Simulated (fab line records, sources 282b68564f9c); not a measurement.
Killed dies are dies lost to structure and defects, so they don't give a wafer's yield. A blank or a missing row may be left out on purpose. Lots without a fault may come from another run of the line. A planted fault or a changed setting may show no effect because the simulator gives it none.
fab line records | flow rit_cmos | part 1 of 2: steps 1 to 42 of 44
record lots=6 wafers=18 last_day=7
route steps=202 shown PSD@144 SDANNEAL@153 NSD@158 PLDD@159 NLDD@160 SILICIDE@161 CONTACT@168 M1@184
lots that met no fault: from a run of the same line without faults
start_h: hours from the record's first day to the start of the lot's first wafer shown | wait_h: hours since the lot's step before | " the same as in the row above | L1.1+2: a row that stands for several wafers | - no value, or no start given | * or withheld: withheld | < > ~ a bound
route shown NAME@n: a module of which the file shows steps, and the number in the route of the first | usual: mean/standard deviation of fault-free wafers | same: alike in all rows | chamber/n: place in a boat | sites: the reading at each site | _std_site: their standard deviation | _edge_site: outer sites' mean less inner sites' | radius_mm: how far each site lies from the wafer's centre | mask NAME#n: copy n | behind: the tool/chamber that last shaped the wafer | hold: why the lot was held/for how many hours/how that ended | device: the transistor (n, p or np) that didn't switch | end of line: the same wafers' tests at the end of the route | a step without rows: its recipe alone | killed: dies lost to structure and defects at the first sort, not the wafer's yield | map: a wafer's dies, x killed, . not, _ none there
set.NAME: the setting as run; set.NAME@STEP: as run at that earlier step | model.NAME: the simulator's own value behind a step, which no gauge read
lots at some steps of the route; a table a step, a row a wafer
services: from which hour (start_h, from the record's first day; less than 0 if before it) a tool's chamber was out of use, for how many hours, and why
## steps
# step RIT_PSD_SOFTBAKE_02
# recipe resist=NOVOLAK temp_c=90 time_s=60
# step RIT_PSD_EXPOSE_03
# recipe mask_id=M10 na=0.57 target_cd_nm=40900 dose_mj=250
# step RIT_PSD_PEB_04
# recipe resist=NOVOLAK temp_c=withheld time_s=withheld
# step RIT_PSD_DEVELOP_05
# recipe resist=NOVOLAK develop_time_s=50 dev_temp_c=23
# step RIT_PSD_OVL_MEAS_06
# usual PSD_OVL=-0.6/1.2
# columns lot.wafer tool chamber start_h wait_h PSD_OVL[nm]
L757.1 overlay-01 - 53.36 - -1.3
L757.2 " - " " 1.6
L757.5 " - " " -1.4
L761.2 overlay-01 - 80.49 - -2.8
L761.3 " - " " -2.0
L761.4 " - " " -1.7
L763.1 overlay-01 - 86.27 - -1.4
L763.3 " - " " -1.0
L763.5 " - " " -2.6
L765.1 overlay-01 - 99.62 - -0.9
L765.2 " - " " -2.2
L765.6 " - " " -2.9
L772.2 overlay-02 - 128.13 - 0.6
L772.5 " - " " 1.7
L772.6 " - " " 1.8
L776.4 overlay-01 - 150.79 - 0.4
L776.5 " - " " -2.7
L776.6 " - " " 0.3
# step RIT_PSD_HARDBAKE_07
# recipe resist=NOVOLAK temp_c=140 time_s=60
# step RIT_PSD_IMPLANT_08
# recipe species=BF2 energy_kev=27 dose_cm2=5e+15 tilt_deg=7
# step RIT_PSD_STRIP_09
# recipe chemistry=O2 time_s=180 resist=NOVOLAK platen_temp_c=withheld power_w=500 pressure_mtorr=4000 o2_flow_sccm=4000
# usual drypump_motor_current_A=5.87/0.27
# columns lot.wafer tool chamber start_h wait_h drypump_motor_current_A rf_hours_counter_h
L757.1 plasma_asher-02 0 53.69 0.1 6.12 41
L757.2 " 1 " " 5.90 41
L757.5 " 1 " " 5.90 -
L761.2 plasma_asher-02 1 80.82 0.1 5.91 44
L761.3 " 0 " " 6.14 -
L761.4 " 1 " " 5.90 -
L763.1 plasma_asher-03 0 86.64 0.1 6.00 30
L763.3 " 0 " " 6.01 -
L763.5 " 0 " " 5.99 -
L765.1 plasma_asher-01 1 99.96 0.1 5.56 44
L765.2 " 0 " " 6.02 44
L765.6 " 1 " " 5.56 -
L772.2 plasma_asher-01 0 128.46 0.1 6.03 1
L772.5 " 1 " " 5.57 -
L772.6 " 0 " " 6.03 -
L776.4 plasma_asher-02 0 151.17 0.1 6.13 -
L776.5 " 1 " " 5.89 -
L776.6 " 0 " " 6.16 -
# step RIT_PSD_TW_MEAS_10
# usual PSD_TW=3413/33
# columns lot.wafer tool chamber start_h wait_h PSD_TW
L757.1 film_metro-02 - 53.87 0.1 3403
L757.2 " - " " 3402
L757.5 " - " " 3403
L761.2 film_metro-03 - 81.01 0.1 3367
L761.3 " - " " 3392
L761.4 " - " " 3376
L763.1 film_metro-03 - 86.81 0.1 3378
L763.3 " - " " 3370
L763.5 " - " " 3368
L765.1 film_metro-03 - 100.13 0.1 3366
L765.2 " - " " 3366
L765.6 " - " " 3382
L772.2 film_metro-01 - 128.65 0.1 3478
L772.5 " - " " 3481
L772.6 " - " " 3470
L776.4 film_metro-03 - 151.32 0.1 3409
L776.5 " - " " 3395
L776.6 " - " " 3409
# step RIT_SDANNEAL_CLEAN_00
# recipe chemistry=SC1 mix=3:3:50 time_s=600 temp_c=75
# step RIT_SDANNEAL_CLEAN_01
# recipe chemistry=dHF dilution=50:1 time_s=30
# step RIT_SDANNEAL_CLEAN_02
# recipe chemistry=SC2 mix=3:3:50 time_s=600 temp_c=75 dry=n2_spin
# step RIT_SDANNEAL_RTA_03
# recipe temp_c=1050 time_s=5 idle_temp_c=600 ramp_up_c_per_s=342 ramp_down_c_per_s=171 cool_to_c=600 ambient=N2
# usual wafer_temp_C_max=1053.5/1.3
# columns lot.wafer tool chamber start_h wait_h wafer_temp_C_max
L757.1 rtp_anneal-02 0 54.29 0.0 1054.8
L757.2 " 0 " " 1052.1
L757.5 " 0 " " 1054.0
L761.2 rtp_anneal-02 0 81.44 0.0 1055.6
L761.3 " 0 " " 1055.4
L761.4 " 0 " " 1054.5
L763.1 rtp_anneal-02 0 87.33 0.0 1052.5
L763.3 " 0 " " 1052.6
L763.5 " 0 " " 1054.2
L765.1 rtp_anneal-02 0 100.57 0.0 1053.7
L765.2 " 0 " " 1055.4
L765.6 " 0 " " 1053.0
L772.2 rtp_anneal-01 0 129.09 0.0 1051.1
L772.5 " 0 " " 1052.0
L772.6 " 0 " " 1052.0
L776.4 rtp_anneal-01 0 151.76 0.0 1053.9
L776.5 " 0 " " 1053.8
L776.6 " 0 " " 1052.4
# step RIT_SDANNEAL_RS_MEAS_04
# recipe thk_meas_gauge=four-point-probe
# usual PSD_RS=115.89/0.28
# columns lot.wafer tool chamber start_h wait_h PSD_RS[ohm/sq]
L757.1 film_metro-01 - 54.35 0.0 116.15
L757.2 " - " " 115.70
L757.5 " - " " 115.78
L761.2 film_metro-01 - 81.50 0.1 115.40
L761.3 " - " " 115.62
L761.4 " - " " 115.65
L763.1 film_metro-01 - 87.39 0.0 113.09
L763.3 " - " " 112.90
L763.5 " - " " 112.78
L765.1 film_metro-02 - 100.63 0.0 112.99
L765.2 " - " " 112.65
L765.6 " - " " 113.13
L772.2 film_metro-02 - 129.16 0.1 115.81
L772.5 " - " " 116.14
L772.6 " - " " 115.88
L776.4 film_metro-01 - 151.85 0.1 116.07
L776.5 " - " " 115.85
L776.6 " - " " 115.90
# step RIT_SDANNEAL_RS_MEAS_05
# recipe thk_meas_gauge=four-point-probe
# usual NSD_RS=84.5/0.32
# columns lot.wafer tool chamber start_h wait_h NSD_RS[ohm/sq]
L757.1 film_metro-01 - 54.47 0.1 84.2
L757.2 " - " " 84.2
L757.5 " - " " 83.9
L761.2 film_metro-01 - 81.62 0.1 84.3
L761.3 " - " " 84.6
L761.4 " - " " 84.6
L763.1 film_metro-01 - 87.51 0.1 83.8
L763.3 " - " " 84.1
L763.5 " - " " 83.7
L765.1 film_metro-02 - 100.75 0.1 83.9
L765.2 " - " " 84.2
L765.6 " - " " 83.8
L772.2 film_metro-02 - 129.28 0.1 84.4
L772.5 " - " " 84.5
L772.6 " - " " 84.7
L776.4 film_metro-01 - 151.97 0.1 84.4
L776.5 " - " " 84.1
L776.6 " - " " 84.4
# step RIT_SDANNEAL_RS_MEAS_06
# recipe thk_meas_gauge=four-point-probe
# usual PLDD_RS=178.6/0.46
# columns lot.wafer tool chamber start_h wait_h PLDD_RS[ohm/sq]
L757.1 film_metro-01 - 54.59 0.1 179.5
L757.2 " - " " 178.7
L757.5 " - " " 179.0
L761.2 film_metro-01 - 81.74 0.1 178.3
L761.3 " - " " 178.2
L761.4 " - " " 178.1
L763.1 film_metro-01 - 87.63 0.1 175.4
L763.3 " - " " 175.3
L763.5 " - " " 175.1
L765.1 film_metro-02 - 100.87 0.1 175.7
L765.2 " - " " 175.5
L765.6 " - " " 175.8
L772.2 film_metro-02 - 129.40 0.1 179.2
L772.5 " - " " 178.7
L772.6 " - " " 179.1
L776.4 film_metro-01 - 152.09 0.1 178.5
L776.5 " - " " 177.7
L776.6 " - " " 178.1
# step RIT_SDANNEAL_RS_MEAS_07
# recipe thk_meas_gauge=four-point-probe
# usual NLDD_RS=151.5/0.54
# columns lot.wafer tool chamber start_h wait_h NLDD_RS[ohm/sq]
L757.1 film_metro-01 - 54.71 0.1 151.7
L757.2 " - " " 152.1
L757.5 " - " " 151.8
L761.2 film_metro-01 - 81.86 0.1 151.5
L761.3 " - " " 151.8
L761.4 " - " " 151.5
L763.1 film_metro-01 - 87.75 0.1 151.7
L763.3 " - " " 151.9
L763.5 " - " " 151.5
L765.1 film_metro-02 - 100.99 0.1 151.1
L765.2 " - " " 151.1
L765.6 " - " " 151.1
L772.2 film_metro-02 - 129.52 0.1 151.4
L772.5 " - " " 151.2
L772.6 " - " " 151.7
L776.4 film_metro-01 - 152.21 0.1 153.3
L776.5 " - " " 152.2
L776.6 " - " " 153.2
# step RIT_SILICIDE_WET_ETCH_00
# recipe chemistry=BOE target=SiO2 target_depth_nm=14 time_s=15 dry=n2_spin dilution=10:1 temp_c=21.5
# step RIT_SILICIDE_SPUTTER_01
# recipe material=Ti target_thk_nm=30 power_w=350 chamber_pressure_pa=0.667 gas=Ar time_s=240 substrate_temp_c=25
# usual cathode_dc_power_W=350.00/0.059 throttle_valve_pct=29.7/1.1
# columns lot.wafer tool chamber start_h wait_h cathode_dc_power_W throttle_valve_pct
L757.1 pvd_sputter-04 - 54.84 0.0 350.03 30.3
L757.2 " - " " 350.02 28.0
L757.5 " - " " 350.02 30.1
L761.2 pvd_sputter-03 - 81.98 0.0 350.01 30.3
L761.3 " - " " 350.09 30.8
L761.4 " - " " 349.99 30.9
L763.1 pvd_sputter-01 - 87.88 0.0 350.02 30.1
L763.3 " - " " 349.93 30.1
L763.5 " - " " 350.00 30.3
L765.1 pvd_sputter-01 - 101.13 0.0 350.06 29.9
L765.2 " - " " 349.95 30.1
L765.6 " - " " 350.01 30.2
L772.2 pvd_sputter-04 - 129.64 0.0 350.04 31.5
L772.5 " - " " 349.99 30.3
L772.6 " - " " 350.05 28.4
L776.4 pvd_sputter-04 - 152.28 0.0 350.07 28.4
L776.5 " - " " 349.94 28.3
L776.6 " - " " 349.99 27.7
# step RIT_SILICIDE_RS_MEAS_02
# recipe thk_meas_gauge=four-point-probe reads=Ti_of_SILICIDE_SPUTTER_01
# usual SILICIDE_TI_RS=47.7/0.43
# columns lot.wafer tool chamber start_h wait_h SILICIDE_TI_RS[ohm/sq]
L757.1 film_metro-04 - 54.99 0.1 47.6
L757.2 " - " " 48.2
L757.5 " - " " 47.6
L761.2 film_metro-03 - 82.15 0.1 47.4
L761.3 " - " " 47.8
L761.4 " - " " 47.7
L763.1 film_metro-03 - 88.03 0.1 48.1
L763.3 " - " " 48.1
L763.5 " - " " 48.0
L765.1 film_metro-04 - 101.28 0.1 47.1
L765.2 " - " " 47.9
L765.6 " - " " 47.9
L772.2 film_metro-03 - 129.81 0.1 47.8
L772.5 " - " " 47.9
L772.6 " - " " 48.3
L776.4 film_metro-02 - 152.49 0.1 47.6
L776.5 " - " " 47.8
L776.6 " - " " 48.2
# step RIT_SILICIDE_THK_MEAS_03
# recipe thk_meas_gauge=xrf reads=Ti_of_SILICIDE_SPUTTER_01
# usual SILICIDE_TI_THK=30.5/0.32
# columns lot.wafer tool chamber start_h wait_h SILICIDE_TI_THK[nm]
L757.1 film_metro-04 - 55.11 0.1 30.7
L757.2 " - " " 30.4
L757.5 " - " " 30.7
L761.2 film_metro-03 - 82.26 0.1 30.5
L761.3 " - " " 30.3
L761.4 " - " " 30.4
L763.1 film_metro-03 - 88.15 0.1 30.1
L763.3 " - " " 30.2
L763.5 " - " " 30.1
L765.1 film_metro-04 - 101.40 0.1 31.1
L765.2 " - " " 30.7
L765.6 " - " " 30.6
L772.2 film_metro-03 - 129.92 0.1 30.3
L772.5 " - " " 30.0
L772.6 " - " " 29.8
L776.4 film_metro-02 - 152.58 0.1 30.5
L776.5 " - " " 30.4
L776.6 " - " " 30.2
# step RIT_SILICIDE_RTA_04
# recipe temp_c=650 time_s=10 idle_temp_c=25 ramp_up_s=5 ramp_down_s=5 cool_to_c=25 ambient=N2
# usual wafer_temp_C_max=652.8/1.1
# columns lot.wafer tool chamber start_h wait_h wafer_temp_C_max
L757.1 rtp_anneal-01 0 55.17 0.1 651.1
L757.2 " 0 " " 652.5
L757.5 " 0 " " 652.2
L761.2 rtp_anneal-01 0 82.32 0.1 650.8
L761.3 " 0 " " 651.8
L761.4 " 0 " " 651.9
L763.1 rtp_anneal-01 0 88.21 0.1 652.4
L763.3 " 0 " " 652.6
L763.5 " 0 " " 651.9
L765.1 rtp_anneal-01 0 101.46 0.1 652.3
L765.2 " 0 " " 652.2
L765.6 " 0 " " 651.5
L772.2 rtp_anneal-02 0 129.98 0.1 654.8
L772.5 " 0 " " 654.8
L772.6 " 0 " " 653.6
L776.4 rtp_anneal-02 0 152.64 0.1 653.5
L776.5 " 0 " " 654.1
L776.6 " 0 " " 654.9
# step RIT_SILICIDE_WET_ETCH_05
# recipe chemistry=SPM target=Ti temp_c=90 time_s=120 dry=n2_spin
# step RIT_SILICIDE_RTA_06
# recipe temp_c=750 time_s=10 idle_temp_c=25 ramp_up_s=5 ramp_down_s=10 cool_to_c=25 ambient=N2
# step RIT_CONTACT_CVD_00
# recipe material=SiO2 target_thk_nm=400 precursor=TEOS temp_c=390 time_s=61 rf_w=400
# usual heater_power_w=323/40
# columns lot.wafer tool chamber start_h wait_h heater_power_w
L757.1 pecvd-04 0 55.35 0.1 348
L757.2 " 1 " " 330
L757.5 " 0 " " 354
L761.2 pecvd-02 0 82.48 0.0 327
L761.3 " 2 " " 284
L761.4 " 1 " " 372
L763.1 pecvd-04 0 88.39 0.1 361
L763.3 " 2 " " 382
L763.5 " 1 " " 292
L765.1 pecvd-03 1 101.64 0.1 295
L765.2 " 0 " " 283
L765.6 " 1 " " 303
L772.2 pecvd-04 1 130.14 0.0 305
L772.5 " 1 " " 317
L772.6 " 0 " " 297
L776.4 pecvd-02 1 152.81 0.0 370
L776.5 " 2 " " 223
L776.6 " 0 " " 323
# step RIT_CONTACT_THK_MEAS_01
# recipe reads=SiO2_of_CONTACT_CVD_00
# usual CONTACT_TEOS_THK=400/5.1
# columns lot.wafer tool chamber start_h wait_h CONTACT_TEOS_THK[nm]
L757.1 film_metro-04 - 55.40 0.0 401
L757.2 " - " " 400
L757.5 " - " " 403
L761.2 film_metro-01 - 82.54 0.0 399
L761.3 " - " " 397
L761.4 " - " " 401
L763.1 film_metro-01 - 88.44 0.0 395
L763.3 " - " " 397
L763.5 " - " " 407
L765.1 film_metro-04 - 101.69 0.0 406
L765.2 " - " " 401
L765.6 " - " " 410
L772.2 film_metro-04 - 130.21 0.0 393
L772.5 " - " " 401
L772.6 " - " " 406
L776.4 film_metro-04 - 152.87 0.0 405
L776.5 " - " " 403
L776.6 " - " " 404
# step RIT_CONTACT_HMDS_02
# recipe prime_time_s=60 prime_temp_c=140
# step RIT_CONTACT_COAT_03
# recipe resist=NOVOLAK spin_rpm=3250 resist_thk_nm=1000
# step RIT_CONTACT_SOFTBAKE_04
# recipe resist=NOVOLAK temp_c=90 time_s=60
# step RIT_CONTACT_EXPOSE_05
# recipe mask_id=M11 na=0.6 source_shape=conventional sigma_outer=0.5 target_cd_nm=1000 dose_mj=250
# step RIT_CONTACT_PEB_06
# recipe resist=NOVOLAK temp_c=withheld time_s=withheld
# step RIT_CONTACT_DEVELOP_07
# recipe resist=NOVOLAK develop_time_s=120 dev_temp_c=23
# step RIT_CONTACT_CD_MEAS_08
# recipe target_cd_nm=1000
# usual cd_nm=999.5/2.2
# columns lot.wafer tool chamber start_h wait_h cd_nm
L757.1 cd_sem-01 - 56.43 - 1001.3
L757.2 " - " " 1000.3
L757.5 " - " " 1000.6
L761.2 cd_sem-01 - 84.02 - 999.7
L761.3 " - " " 998.1
L761.4 " - " " 998.3
L763.1 cd_sem-01 - 89.69 - 998.3
L763.3 " - " " 997.1
L763.5 " - " " 998.3
L765.1 cd_sem-01 - 102.95 - 999.9
L765.2 " - " " 1000.7
L765.6 " - " " 999.3
L772.2 cd_sem-02 - 131.37 - 1000.8
L772.5 " - " " 999.6
L772.6 " - " " 999.6
L776.4 cd_sem-02 - 153.93 - 998.4
L776.5 " - " " 1000.5
L776.6 " - " " 1001.3
# step RIT_CONTACT_OVL_MEAS_09
# usual CONTACT_OVL=-0.2/1.5
# columns lot.wafer tool chamber start_h wait_h CONTACT_OVL[nm]
L757.1 overlay-01 - 56.55 0.1 -1.7
L757.2 " - " " -2.4
L757.5 " - " " -2.9
L761.2 overlay-01 - 84.13 0.1 -2.0
L761.3 " - " " 1.9
L761.4 " - " " 2.6
L763.1 overlay-02 - 89.81 0.1 0.2
L763.3 " - " " -1.1
L763.5 " - " " -1.0
L765.1 overlay-01 - 103.07 0.1 0.1
L765.2 " - " " 1.2
L765.6 " - " " 0.4
L772.2 overlay-02 - 131.47 0.1 -2.2
L772.5 " - " " -3.1
L772.6 " - " " 0.0
L776.4 overlay-01 - 154.00 0.1 -0.1
L776.5 " - " " 0.6
L776.6 " - " " -2.5
# step RIT_CONTACT_HARDBAKE_10
# recipe resist=NOVOLAK temp_c=140 time_s=60
# step RIT_CONTACT_ETCH_11
# recipe target_depth_a=4800 over_etch_frac=0.2 stop_on=TiSi2 chemistry=CHF3/CF4/Ar target=SiO2 CHF3_flow_sccm=50 cf4_flow_sccm=10 Ar_flow_sccm=100 O2_flow_sccm=5 pressure_mtorr=100 rf_w=200 time_s=320
# step RIT_CONTACT_STRIP_12
# recipe chemistry=O2 time_s=180 resist=NOVOLAK platen_temp_c=withheld power_w=500 pressure_mtorr=4000 o2_flow_sccm=4000
# step RIT_CONTACT_CD_MEAS_90
# recipe target_cd_nm=1000
# usual cd_nm=999.4/2.1
# columns lot.wafer tool chamber start_h wait_h cd_nm
L757.1 cd_sem-02 - 57.11 0.1 1001.2
L757.2 " - " " 1000.0
L757.5 " - " " 1000.5
L761.2 cd_sem-02 - 84.83 0.1 999.7
L761.3 " - " " 997.8
L761.4 " - " " 998.1
L763.1 cd_sem-02 - 90.36 0.1 998.1
L763.3 " - " " 997.2
L763.5 " - " " 997.7
L765.1 cd_sem-02 - 103.62 0.1 1000.3
L765.2 " - " " 1000.7
L765.6 " - " " 999.6
L772.2 cd_sem-02 - 132.04 0.1 1000.6
L772.5 " - " " 999.4
L772.6 " - " " 999.1
L776.4 cd_sem-02 - 154.60 0.1 998.5
L776.5 " - " " 1000.7
L776.6 " - " " 1001.6
# step RIT_CONTACT_CLEAN_13
# recipe chemistry=SC1 mix=3:3:50 time_s=600 temp_c=75
# step RIT_CONTACT_CLEAN_14
# recipe chemistry=SC2 mix=3:3:50 time_s=600 temp_c=75 dry=n2_spin
# step RIT_M1_SPUTTER_00
# recipe material=Al target_thk_nm=400 power_w=2000 chamber_pressure_pa=0.4 gas=Ar time_s=500 substrate_temp_c=25
# usual cathode_dc_power_W=2000.0/0.31 throttle_valve_pct=30.3/0.74
# columns lot.wafer tool chamber start_h wait_h cathode_dc_power_W throttle_valve_pct
L757.1 pvd_sputter-02 - 57.59 0.0 2000.0 30.0
L757.2 " - " " 2000.6 31.5
L757.5 " - " " 2000.4 29.7
L761.2 pvd_sputter-02 - 85.29 0.0 1999.9 29.9
L761.3 " - " " 1999.8 31.7
L761.4 " - " " 2000.1 29.8
L763.1 pvd_sputter-01 - 90.85 0.0 1999.9 30.2
L763.3 " - " " 2000.4 30.2
L763.5 " - " " 2000.1 29.9
L765.1 pvd_sputter-02 - 104.11 0.0 1999.9 31.2
L765.2 " - " " 2000.3 29.5
L765.6 " - " " 1999.8 31.5
L772.2 pvd_sputter-01 - 132.53 0.0 2000.7 30.2
L772.5 " - " " 2000.2 29.6
L772.6 " - " " 1999.8 30.1
L776.4 pvd_sputter-01 - 155.20 0.0 2000.2 30.1
L776.5 " - " " 1999.9 30.1
L776.6 " - " " 1999.7 30.0
# step RIT_M1_RS_MEAS_01
# recipe thk_meas_gauge=four-point-probe reads=Al_of_M1_SPUTTER_00
# usual M1_AL_RS=0.0735/0.00066
# columns lot.wafer tool chamber start_h wait_h M1_AL_RS[ohm/sq]
L757.1 film_metro-03 - 57.89 0.1 0.0723
L757.2 " - " " 0.0728
L757.5 " - " " 0.0722
L761.2 film_metro-01 - 85.61 0.2 0.0734
L761.3 " - " " 0.0741
L761.4 " - " " 0.0739
L763.1 film_metro-02 - 91.14 0.1 0.0740
L763.3 " - " " 0.0739
L763.5 " - " " 0.0737
L765.1 film_metro-03 - 104.40 0.1 0.0737
L765.2 " - " " 0.0738
L765.6 " - " " 0.0736
L772.2 film_metro-01 - 132.84 0.2 0.0737
L772.5 " - " " 0.0751
L772.6 " - " " 0.0749
L776.4 film_metro-02 - 155.56 0.2 0.0731
L776.5 " - " " 0.0723
L776.6 " - " " 0.0730
## key
first_sign step=RIT_SDANNEAL_RS_MEAS_04 reading=PSD_RS direction=down sigmas=10 usual=115.89 struck=112.92
effect step=RIT_SDANNEAL_RS_MEAS_05 reading=NSD_RS direction=down sigmas=1.9 usual=84.5 struck=83.9
effect step=RIT_SDANNEAL_RS_MEAS_06 reading=PLDD_RS direction=down sigmas=6.7 usual=178.6 struck=175.5
model_effect step=RIT_M1_METAL_ETCH_12 value=M1.cd_nm without=2605 struck=2591
model_effect step=RIT_M1_PROBE_99 value=etest.pmos_turned.drive_ua_um without=196.2 struck=213.8
met_at RIT_SDANNEAL_RTA_03
struck_wafers L763.1,L763.3,L763.5,L765.1,L765.2,L765.6
tester_left_out L763,L765
loop_trim step=RIT_M1_EXPOSE_06 setting=dose lots=L763
onset_between 81.44 87.33
fault kind=process_parameter_drift tool=rtp_anneal-02 chamber=- onset_h=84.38 steps=RIT_SDANNEAL_RTA_03 channel=time_s offset=* shape=step end_h=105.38 acts_in=* stated=*
# tester_left_out: of these lots the tester's yield and bins aren't shown, on N5 and GAA mostly nor the transistor test; their killed dies are dies lost to structure and defects alone, not to doping, threshold or leakage, so they don't give the yield
# loop_trim: a control loop set the setting to another value than it would have without faults
